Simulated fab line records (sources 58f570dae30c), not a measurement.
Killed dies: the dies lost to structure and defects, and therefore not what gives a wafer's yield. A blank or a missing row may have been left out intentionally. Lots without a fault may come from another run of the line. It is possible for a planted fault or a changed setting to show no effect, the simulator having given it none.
Which tool is to blame?    flow berkeley cmos170    14 lots, 42 wafers sampled, at 5 steps of a route of 331

## WHAT THE GAUGES READ, wafer by wafer
UCB170_PFIELD_TW_MEAS_09.
lot   measured     on             PFIELD_TW
L864  day 5 00:25  film metro-03  601.0 602.0 604.9
L865  day 5 16:34  film metro-03  604.0 603.0 602.2
L867  day 6 12:57  film metro-01  697.6 698.4 700.0
L868  day 6 12:52  film metro-04  606.1 601.4 606.9
L869  day 6 13:08  film metro-04  606.1 603.8 603.9
L871  day 6 12:35  film metro-01  602.5 603.0 604.8
L875  day 7 08:48  film metro-03  695.2 693.7 696.4
L876  day 7 07:47  film metro-03  599.8 602.8 600.0
L879  day 7 19:17  film metro-04  605.7 604.2 603.4
L881  day 8 20:56  film metro-03  607.0 604.3 603.2
L882  day 8 20:14  film metro-01  601.9 607.3 600.8
L885  day 9 09:10  film metro-01  604.5 604.9 603.5
L886  day 9 19:04  film metro-04  606.8 605.7 606.4
L887  day 9 19:16  film metro-01  604.4 602.0 604.2

UCB170_CONTACT_THK_MEAS_02.
lot   measured      on             CONTACT_PSG_THK (nm)
L864  day 8 05:27   film metro-03  704 706 701
L865  day 8 19:04   film metro-04  696 699 696
L867  day 9 16:41   film metro-03  699 701 698
L868  day 9 16:38   film metro-03  702 701 700
L869  day 9 14:51   film metro-02  703 708 708
L871  day 9 16:38   film metro-04  700 701 703
L875  day 10 11:55  film metro-03  707 706 708
L876  day 10 13:41  film metro-03  709 710 711
L879  day 11 03:07  film metro-04  702 704 704
L881  day 11 18:53  film metro-03  717 716 710
L882  day 11 19:19  film metro-03  694 698 696
L885  day 12 07:38  film metro-03  715 731 716
L886  day 12 20:47  film metro-02  709 701 704
L887  day 12 19:00  film metro-03  698 698 705

UCB170_CONTACT_OVL_MEAS_16.
lot   measured      on          CONTACT_OVL (nm)
L864  day 8 07:32   overlay-02  5 6 0
L865  day 8 22:05   overlay-01  4 10 1
L867  day 9 20:14   overlay-01  5 -5 -1
L868  day 9 19:25   overlay-02  -1 -13 -5
L869  day 9 16:47   overlay-02  4 2 7
L871  day 9 20:07   overlay-01  6 8 3
L875  day 10 14:03  overlay-01  -3 0 -2
L876  day 10 16:11  overlay-02  4 -5 1
L879  day 11 06:46  overlay-02  3 11 7
L881  day 11 21:26  overlay-02  0 -8 -8
L882  day 11 22:13  overlay-01  2 8 1
L885  day 12 09:33  overlay-01  13 9 13
L886  day 12 23:33  overlay-02  4 5 4
L887  day 12 20:57  overlay-02  -3 1 -5

## EACH LOT AND THE TOOL THAT RAN IT (in order: tool; ch and the chambers of the sampled wafers; start)
lot   UCB170_ZERO_ETCH_06                UCB170_PFIELD_IMPLANT_07
L864  rie diel-04 ch 0,1, day 1 22:51    implanter-01 ch 0, day 5 00:11
L865  rie diel-04 ch 0,1, day 2 07:14    implanter-01 ch 0, day 5 16:20
L867  rie diel-03 ch 0,1, day 2 18:52    implanter-01 ch 0, day 6 12:38
L868  rie diel-04 ch 1,2, day 2 19:05    implanter-02 ch 0, day 6 12:38
L869  rie diel-03 ch 0,2,3, day 3 09:27  implanter-02 ch 0, day 6 12:54
L871  rie diel-04 ch 1,2, day 3 09:34    implanter-01 ch 0, day 6 12:21
L875  rie diel-02 ch 0,3, day 4 03:32    implanter-01 ch 0, day 7 08:34
L876  rie diel-03 ch 0,2,3, day 4 10:04  implanter-04 ch 0, day 7 07:32
L879  rie diel-02 ch 1,3, day 4 22:06    implanter-04 ch 0, day 7 19:04
L881  rie diel-02 ch 1,2, day 5 10:46    implanter-04 ch 0, day 8 20:41
L882  rie diel-04 ch 0,3, day 5 15:26    implanter-04 ch 0, day 8 20:01
L885  rie diel-02 ch 0,1,3, day 6 05:45  implanter-04 ch 0, day 9 08:56
L886  rie diel-02 ch 1,2,3, day 6 12:50  implanter-01 ch 0, day 9 18:50
L887  rie diel-04 ch 0,1,2, day 6 17:26  implanter-04 ch 0, day 9 19:01
- UCB170_ZERO_ETCH_06: etches SiO2 in CHF3/CF4/Ar, time 12 s.
- UCB170_PFIELD_IMPLANT_07

## WHAT THE TOOLS THEMSELVES READ (means of the sampled wafers that have a number; where no wafer has one, the mark that the record gives instead)
UCB170_ZERO_ETCH_06.
lot   tool         drypump motor current A (A)  oes product au (a.u.)  throttle valve pct (%)
L864  rie diel-04  6.1                          0.616                  9.04
L865  rie diel-04  5.9                          0.617                  9.02
L867  rie diel-03  5.6                          0.615                  9.30
L868  rie diel-04  5.4                          0.621                  9.19
L869  rie diel-03  5.9                          0.626                  9.32
L871  rie diel-04  5.4                          0.616                  9.18
L875  rie diel-02  6.1                          0.614                  9.35
L876  rie diel-03  5.9                          0.623                  9.32
L879  rie diel-02  5.8                          0.621                  9.17
L881  rie diel-02  5.6                          0.625                  9.16
L882  rie diel-04  5.9                          0.611                  9.11
L885  rie diel-02  6.0                          0.615                  9.27
L886  rie diel-02  5.7                          0.614                  9.23
L887  rie diel-04  5.6                          0.619                  9.09

UCB170_PFIELD_IMPLANT_07.
lot   tool          dose ions cm2  faraday current uA
L864  implanter-01  1.9982e+13     63.1
L865  implanter-01  2.0002e+13     63.4
L867  implanter-01  3.1967e+13     102.8
L868  implanter-02  2.0015e+13     63.1
L869  implanter-02  1.9985e+13     63.5
L871  implanter-01  2.0006e+13     63.3
L875  implanter-01  3.1998e+13     99.9
L876  implanter-04  1.9996e+13     63.0
L879  implanter-04  1.9960e+13     63.1
L881  implanter-04  1.9993e+13     64.0
L882  implanter-04  1.9971e+13     62.4
L885  implanter-04  2.0015e+13     64.1
L886  implanter-01  1.9993e+13     64.6
L887  implanter-04  2.0030e+13     64.2

## THE ANSWER, worked out from the rows above alone
Rule: usual is defined by the lots themselves. The widest of any qualifying gaps counts: lots, ordered by their means at a reading, are off when they make up no more than a third of the lots, leave a main group of 4 or more, and stand apart from it by 3 or more times the standard deviation of that group's means. A main group whose means are all the same, to the digits that the tables above print for the reading, isn't used. Also off: a lot with no number at a reading for which 4 or more lots have one. Any other lot the step has rows for is counted as sound. First the gauges in route order, then the tools' own readings, where a lot's mean is used as printed above. The first step at which some lot is off is used, and at that step the reading that is off furthest; a lot without a number counts as furthest.
Off: at UCB170_PFIELD_TW_MEAS_09 (PFIELD_TW), L867, L875. Mean 603.8 and standard deviation 1.3 in the main group.
A tool fits if, at a process step before that reading, it ran every lot that is off, and no sound lot after the first of them. The gauges at UCB170_PFIELD_TW_MEAS_09 aren't tried: what is off there is off at UCB170_PFIELD_IMPLANT_07 too, on other tools, and a gauge's error can't cause that. No candidate that was tried fits.

## WHAT THE SIMULATOR HAD PUT IN
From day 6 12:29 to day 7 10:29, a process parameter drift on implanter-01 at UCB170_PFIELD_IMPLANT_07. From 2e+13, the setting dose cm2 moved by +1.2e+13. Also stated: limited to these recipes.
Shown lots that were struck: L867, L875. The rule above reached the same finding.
